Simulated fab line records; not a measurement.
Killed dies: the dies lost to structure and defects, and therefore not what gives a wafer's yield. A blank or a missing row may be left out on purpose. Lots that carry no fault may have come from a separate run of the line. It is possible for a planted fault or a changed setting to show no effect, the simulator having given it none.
The tool behind it: which one?	flow berkeley_cmos170	14 lots with 42 wafers sampled at 6 steps, on a route of 331 steps

WHAT THE GAUGES SHOWED, per wafer
UCB170_M2_OVL_MEAS_16. Usual: for M2_OVL the level is -7 nm and the standard deviation is 4.9.
lot	measured	on	M2_OVL (nm)	flag
L848	day 7 19:44	overlay-02	-12 -10 -15	
L850	day 8 07:27	overlay-01	-15 -11 -11	
L849	day 8 13:19	overlay-02	-7 -7 -9	
L852	day 8 18:52	overlay-01	-2 -4 -6	
L854	day 9 14:26	overlay-02	3 -3 -3	
L855	day 9 15:19	overlay-02	-2 -10 2	
L858	day 9 19:28	overlay-01	-12 -13 -3	
L857	day 9 20:37	overlay-02	-6 -16 -10	
L860	day 10 00:05	overlay-01	-14 -8 -6	
L862	day 10 09:46	overlay-02	-1 -4 -8	
L866	day 11 03:06	overlay-02	-10 -11 -10	
L867	day 11 14:07	overlay-02	-1 -4 -13	
L871	day 11 22:34	overlay-01	-17 -10 -13	
L870	day 11 23:05	overlay-02	-10 -4 -10	

UCB170_V2_CD_MEAS_12: the cd target is 700 nm. Usual: cd_nm 700.7 nm, standard deviation 1.5.
lot	measured	on	cd_nm (nm)	flag
L848	day 7 22:52	cd_sem-01	701.4 701.5 701.2	
L850	day 8 10:23	cd_sem-02	699.9 699.8 699.4	
L849	day 8 16:02	cd_sem-02	702.3 702.2 702.0	
L852	day 8 22:26	cd_sem-02	698.3 699.7 699.2	
L854	day 9 18:22	cd_sem-02	698.1 697.2 698.8	
L855	day 9 18:49	cd_sem-02	701.4 701.9 701.4	
L858	day 9 23:13	cd_sem-01	700.7 701.7 701.6	
L857	day 10 00:37	cd_sem-01	700.0 702.3 699.8	
L860	day 10 03:14	cd_sem-01	701.7 703.2 702.7	
L862	day 10 12:32	cd_sem-01	701.8 701.0 703.0	
L866	day 11 05:49	cd_sem-01	701.4 702.8 698.5	
L867	day 11 16:41	cd_sem-01	701.1 700.4 702.0	
L871	day 12 00:48	cd_sem-01	699.6 699.8 700.2	
L870	day 12 01:43	cd_sem-02	699.2 699.0 698.7	

UCB170_M3_RS_MEAS_02: uses a four-point probe to measure. Usual: for M3_AL_RS the level is 0.0323 ohm/sq and the standard deviation is 0.00044.
lot	measured	on	M3_AL_RS (ohm/sq)	flag
L848	day 7 23:34	film_metro-01	0.0322 0.0322 0.0326	
L850	day 8 11:05	film_metro-02	0.0330 0.0331 0.0333	
L849	day 8 16:47	film_metro-04	0.0317 0.0317 0.0319	
L852	day 8 23:13	film_metro-02	0.0333 0.0329 0.0324	
L854	day 9 19:04	film_metro-04	0.0329 0.0326 0.0330	
L855	day 9 19:31	film_metro-02	0.0325 0.0325 0.0322	
L858	day 9 23:55	film_metro-01	0.0325 0.0323 0.0324	
L857	day 10 01:19	film_metro-04	0.0322 0.0325 0.0329	
L860	day 10 03:56	film_metro-02	0.0329 0.0435 0.0325	OFF
L862	day 10 13:14	film_metro-02	0.0330 0.0442 0.0332	OFF
L866	day 11 06:32	film_metro-01	0.0322 0.0322 0.0320	
L867	day 11 17:24	film_metro-04	0.0319 0.0313 0.0318	
L871	day 12 01:31	film_metro-02	0.0322 0.0322 0.0322	
L870	day 12 02:25	film_metro-04	0.0322 0.0319 0.0318	

UCB170_M3_THK_MEAS_03: measures by xrf. Usual: for M3_AL_THK the level is 896 nm and the standard deviation is 11.
lot	measured	on	M3_AL_THK (nm)	flag
L848	day 7 23:41	film_metro-01	900 904 888	
L850	day 8 11:11	film_metro-02	878 874 871	
L849	day 8 16:55	film_metro-04	914 912 909	
L852	day 8 23:20	film_metro-02	877 877 897	
L854	day 9 19:11	film_metro-04	875 881 874	
L855	day 9 19:38	film_metro-02	899 893 906	
L858	day 10 00:01	film_metro-01	888 896 890	
L857	day 10 01:26	film_metro-04	887 890 868	
L860	day 10 04:03	film_metro-02	879 669 887	OFF
L862	day 10 13:20	film_metro-02	873 655 871	OFF
L866	day 11 06:39	film_metro-01	901 898 906	
L867	day 11 17:31	film_metro-04	898 910 896	
L871	day 12 01:37	film_metro-02	901 901 903	
L870	day 12 02:31	film_metro-04	898 908 906	

UCB170_M3_CD_MEAS_15: the cd target is 700 nm. Usual: cd_nm 699.5 nm, standard deviation 1.5.
lot	measured	on	cd_nm (nm)	flag
L848	day 8 02:40	cd_sem-02	696.7 698.3 697.7	
L850	day 8 14:28	cd_sem-02	700.9 702.3 698.6	
L849	day 8 20:04	cd_sem-02	700.1 699.6 699.2	
L852	day 9 01:43	cd_sem-02	699.7 698.4 698.3	
L854	day 9 22:53	cd_sem-02	701.7 701.7 701.7	
L855	day 9 23:51	cd_sem-01	698.5 698.9 698.2	
L858	day 10 02:26	cd_sem-02	697.6 698.4 698.0	
L857	day 10 03:11	cd_sem-02	699.9 700.8 700.8	
L860	day 10 06:29	cd_sem-02	701.7 702.0 702.4	
L862	day 10 17:30	cd_sem-02	699.2 700.9 699.0	
L866	day 11 10:38	cd_sem-01	699.3 698.7 698.8	
L867	day 11 20:20	cd_sem-01	695.4 697.0 695.3	
L871	day 12 03:28	cd_sem-02	698.7 697.6 698.9	
L870	day 12 04:56	cd_sem-01	699.4 701.4 701.1	

WHICH TOOL RAN EACH LOT (tool, then ch and the chambers of the sampled wafers, then the start)
lot	UCB170_M3_SPUTTER_01
L848	pvd_sputter-04, day 7 23:29
L850	pvd_sputter-01, day 8 10:59
L849	pvd_sputter-02, day 8 16:40
L852	pvd_sputter-01, day 8 23:08
L854	pvd_sputter-01, day 9 18:59
L855	pvd_sputter-04, day 9 19:26
L858	pvd_sputter-04, day 9 23:47
L857	pvd_sputter-01, day 10 01:14
L860	pvd_sputter-01, day 10 03:51
L862	pvd_sputter-01, day 10 13:08
L866	pvd_sputter-02, day 11 06:26
L867	pvd_sputter-02, day 11 17:19
L871	pvd_sputter-04, day 12 01:24
L870	pvd_sputter-02, day 12 02:17
- UCB170_M3_SPUTTER_01: material Al, target thk 900 nm, time 120 s.

WHAT THE TOOLS THEMSELVES READ (means of the sampled wafers that have a number; where no wafer has one, the mark that the record gives instead)
UCB170_M3_SPUTTER_01. Usual: chamber_pressure_pa 0.5000 Pa, standard deviation 0.001; throttle_valve_pct 29.9 %, standard deviation 0.92.
lot	tool	chamber_pressure_pa (Pa)	throttle_valve_pct (%)	flag
L848	pvd_sputter-04	0.5004	29.7	
L850	pvd_sputter-01	0.5005	29.6	
L849	pvd_sputter-02	0.4995	30.5	
L852	pvd_sputter-01	0.5003	30.1	
L854	pvd_sputter-01	0.5000	30.0	
L855	pvd_sputter-04	0.4991	29.3	
L858	pvd_sputter-04	0.4998	29.7	
L857	pvd_sputter-01	0.5012	30.5	
L860	pvd_sputter-01	0.4989	30.5	
L862	pvd_sputter-01	0.4992	30.0	
L866	pvd_sputter-02	0.5003	29.6	
L867	pvd_sputter-02	0.5006	30.4	
L871	pvd_sputter-04	0.5000	29.7	
L870	pvd_sputter-02	0.5008	29.9	

THE ANSWER, worked out from the rows above alone
Rule: a lot counts as off when the mean over its wafers that have a number is more than 3 standard deviations away from the usual mean. A lot without any number at a reading at which 4 lots or more have one is off too. All remaining lots with rows at the step are treated as sound. After the gauges, taken in route order, come the tools' own readings; for these a lot's mean is taken, as printed above. At the first step where some lot is off, the reading lying furthest off is the one used; lots without a number count as furthest.
Off: L860, L862, seen at UCB170_M3_RS_MEAS_02 (M3_AL_RS).
If a tool, at a process step before that reading, ran all the lots that are off and no sound lot after the first of them, it fits. Gauges at UCB170_M3_RS_MEAS_02: tried the same way as those tools. One fits: UCB170_M3_SPUTTER_01 on pvd_sputter-01. A fault onset in the window from L857 (day 10 01:14, its last sound lot) to L860 (day 10 03:51, its first lot off) fits.

WHAT THE SIMULATOR HAD INSERTED
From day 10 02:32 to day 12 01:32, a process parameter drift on pvd_sputter-01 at UCB170_M3_SPUTTER_01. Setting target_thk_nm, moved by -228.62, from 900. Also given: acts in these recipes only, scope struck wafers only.
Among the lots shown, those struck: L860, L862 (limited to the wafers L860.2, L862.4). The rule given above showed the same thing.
